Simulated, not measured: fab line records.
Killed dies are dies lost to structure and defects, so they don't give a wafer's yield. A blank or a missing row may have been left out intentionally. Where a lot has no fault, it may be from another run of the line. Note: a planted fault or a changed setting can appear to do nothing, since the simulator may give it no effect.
Which tool did it? | flow berkeley cmos170 | Sampling: 15 lots, 45 wafers, 3 of 331 route steps

## WHAT THE GAUGES READ, wafer by wafer
UCB170_M2_CD_MEAS_90: target cd 700 nm.
lot  | measured     | on        | cd nm (nm)
L665 | day 8 04:41  | cd sem-01 | 696 693 689
L663 | day 8 05:01  | cd sem-02 | 696 701 698
L666 | day 8 14:43  | cd sem-02 | 699 696 689
L667 | day 9 07:23  | cd sem-01 | 695 704 695
L668 | day 9 07:23  | cd sem-02 | - - -
L671 | day 9 19:45  | cd sem-01 | - - -
L669 | day 9 20:08  | cd sem-02 | - - -
L670 | day 9 22:19  | cd sem-02 | 704 696 699
L676 | day 11 07:11 | cd sem-02 | 703 704 703
L677 | day 11 23:55 | cd sem-02 | 698 696 696
L679 | day 12 07:02 | cd sem-02 | 697 697 692
L680 | day 12 09:04 | cd sem-02 | 696 697 695
L682 | day 12 16:38 | cd sem-02 | 693 692 693
L683 | day 12 18:11 | cd sem-01 | 698 702 700
L686 | day 13 19:01 | cd sem-02 | 704 698 700

## WHAT TOOL EACH LOT RAN ON (gives the tool, then ch and the chambers of the sampled wafers, and finally the start)
lot  | UCB170_M2_ETCH_17                  | UCB170_M2_METAL_ETCH_18
L665 | rie diel-02 ch 0,3, day 8 04:20    | rie metal-03 ch 0,1, day 8 04:23
L663 | rie diel-01 ch 1,2, day 8 04:40    | rie metal-01 ch 0,1, day 8 04:42
L666 | rie diel-01 ch 0,2, day 8 14:24    | rie metal-03 ch 0,1, day 8 14:26
L667 | rie diel-02 ch 1,2,3, day 9 07:01  | rie metal-04 ch 0,1, day 9 07:07
L668 | rie diel-04 ch 2,3, day 9 07:03    | rie metal-01 ch 0,1, day 9 07:05
L671 | rie diel-04 ch 0,2,3, day 9 19:24  | rie metal-04 ch 0,1, day 9 19:26
L669 | rie diel-02 ch 2,3, day 9 19:48    | rie metal-03 ch 0,1, day 9 19:51
L670 | rie diel-02 ch 0,1,3, day 9 21:59  | rie metal-04 ch 0,1, day 9 22:01
L676 | rie diel-01 ch 1,2, day 11 06:49   | rie metal-01 ch 0,1, day 11 06:56
L677 | rie diel-02 ch 0,1,2, day 11 23:34 | rie metal-03 ch 1, day 11 23:37
L679 | rie diel-02 ch 1,2, day 12 06:43   | rie metal-03 ch 0,1, day 12 06:45
L680 | rie diel-01 ch 1,2, day 12 08:42   | rie metal-01 ch 0,1, day 12 08:45
L682 | rie diel-02 ch 0,2,3, day 12 16:18 | rie metal-03 ch 0,1, day 12 16:20
L683 | rie diel-04 ch 0,1,3, day 12 17:51 | rie metal-04 ch 0,1, day 12 17:53
L686 | rie diel-02 ch 0,1,2, day 13 18:30 | rie metal-01 ch 1, day 13 18:32
- UCB170_M2_ETCH_17: etches BARC in N2/H2.
- UCB170_M2_METAL_ETCH_18: etches Al in Cl2/BCl3, stops on SiO2, target depth 1170 nm, time 195 s.

## WHAT THE TOOLS THEMSELVES READ (means of the sampled wafers that have a number; where no wafer has one, the mark that the record gives instead)
UCB170_M2_ETCH_17.
lot  | tool        | bias w (W) | chamber pressure mTorr (mTorr) | drypump motor current A (A) | oes product au (a.u.) | throttle valve pct (%)
L665 | rie diel-02 | 99.9       | 30.02                          | 5.2                         | 1.013                 | 13.08
L663 | rie diel-01 | 99.7       | 29.96                          | 6.2                         | 1.016                 | 13.49
L666 | rie diel-01 | 100.0      | 30.01                          | 6.0                         | 1.018                 | 13.34
L667 | rie diel-02 | 99.8       | 30.02                          | 5.6                         | 0.984                 | 13.37
L668 | rie diel-04 | -          | -                              | -                           | -                     | -
L671 | rie diel-04 | -          | -                              | -                           | -                     | -
L669 | rie diel-02 | -          | -                              | -                           | -                     | -
L670 | rie diel-02 | 100.4      | 29.99                          | 5.6                         | 0.999                 | 13.22
L676 | rie diel-01 | 100.1      | 30.01                          | 6.2                         | 1.001                 | 13.49
L677 | rie diel-02 | 99.8       | 30.11                          | 5.6                         | 0.990                 | 13.34
L679 | rie diel-02 | 99.8       | 30.01                          | 5.7                         | 0.982                 | 13.49
L680 | rie diel-01 | 100.2      | 30.01                          | 6.2                         | 1.018                 | 13.49
L682 | rie diel-02 | 99.9       | 30.01                          | 5.2                         | 1.004                 | 13.21
L683 | rie diel-04 | 99.9       | 30.00                          | 6.2                         | 1.003                 | 13.29
L686 | rie diel-02 | 99.9       | 29.98                          | 5.6                         | 0.989                 | 13.33

UCB170_M2_METAL_ETCH_18.
lot  | tool         | bcl3 flow sccm (sccm) | bias w (W) | drypump motor current A (A) | oes product au (a.u.) | throttle valve pct (%)
L665 | rie metal-03 | 45.09                 | 120.1      | 5.46                        | 0.850                 | 24.32
L663 | rie metal-01 | 45.02                 | 119.5      | 5.96                        | 0.859                 | 24.64
L666 | rie metal-03 | 44.92                 | 119.7      | 5.47                        | 0.846                 | 24.31
L667 | rie metal-04 | 45.14                 | 119.8      | 5.68                        | 0.868                 | 24.48
L668 | rie metal-01 | 45.04                 | 119.9      | 5.97                        | 0.374                 | 24.86
L671 | rie metal-04 | 44.99                 | 120.1      | 5.67                        | 0.378                 | 24.70
L669 | rie metal-03 | 45.01                 | 120.1      | 5.62                        | 0.374                 | 24.43
L670 | rie metal-04 | 45.00                 | 119.9      | 5.68                        | 0.860                 | 24.48
L676 | rie metal-01 | 45.03                 | 120.1      | 5.97                        | 0.862                 | 24.63
L677 | rie metal-03 | 44.85                 | 119.6      | 5.75                        | 0.850                 | 24.08
L679 | rie metal-03 | 45.02                 | 119.9      | 5.48                        | 0.856                 | 24.31
L680 | rie metal-01 | 44.90                 | 120.1      | 5.95                        | 0.856                 | 24.64
L682 | rie metal-03 | 44.99                 | 119.9      | 5.46                        | 0.852                 | 24.31
L683 | rie metal-04 | 44.97                 | 120.4      | 5.59                        | 0.866                 | 24.30
L686 | rie metal-01 | 44.90                 | 120.1      | 5.68                        | 0.858                 | 24.13

## THE ANSWER, worked out from the rows above alone
Rule: the usual values come from the lots themselves. Put in order of their means at a reading, lots are off if they are a third of the lots or fewer, leave a main group of 4 or more, and stand apart from it by a gap of 3 or more times the standard deviation of the main group's means; of several such gaps the widest counts. The tables above print the reading to a certain number of digits; a main group whose means all agree to those digits is not used. Also off: a lot with no number at a reading for which 4 or more lots have one. Any other lot the step has rows for is counted as sound. First the gauges in route order, then the tools' own readings, where a lot's mean is used as printed above. The first step at which some lot is off is used, and at that step the reading that is off furthest; a lot without a number counts as furthest.
Off at UCB170_M2_CD_MEAS_90 (cd nm): L668, L671, L669. Without a number there: L668, L671, L669. Main group: mean 697 nm, sd 3.1.
A tool fits if, at a process step before that reading, it ran every lot that is off, and no sound lot after the first of them. The gauges at UCB170_M2_CD_MEAS_90 aren't tried: what is off there is off at UCB170_M2_ETCH_17 too, on other tools, and a gauge's error can't cause that. No candidate that was tried fits.

## WHAT THE SIMULATOR HAD INSERTED
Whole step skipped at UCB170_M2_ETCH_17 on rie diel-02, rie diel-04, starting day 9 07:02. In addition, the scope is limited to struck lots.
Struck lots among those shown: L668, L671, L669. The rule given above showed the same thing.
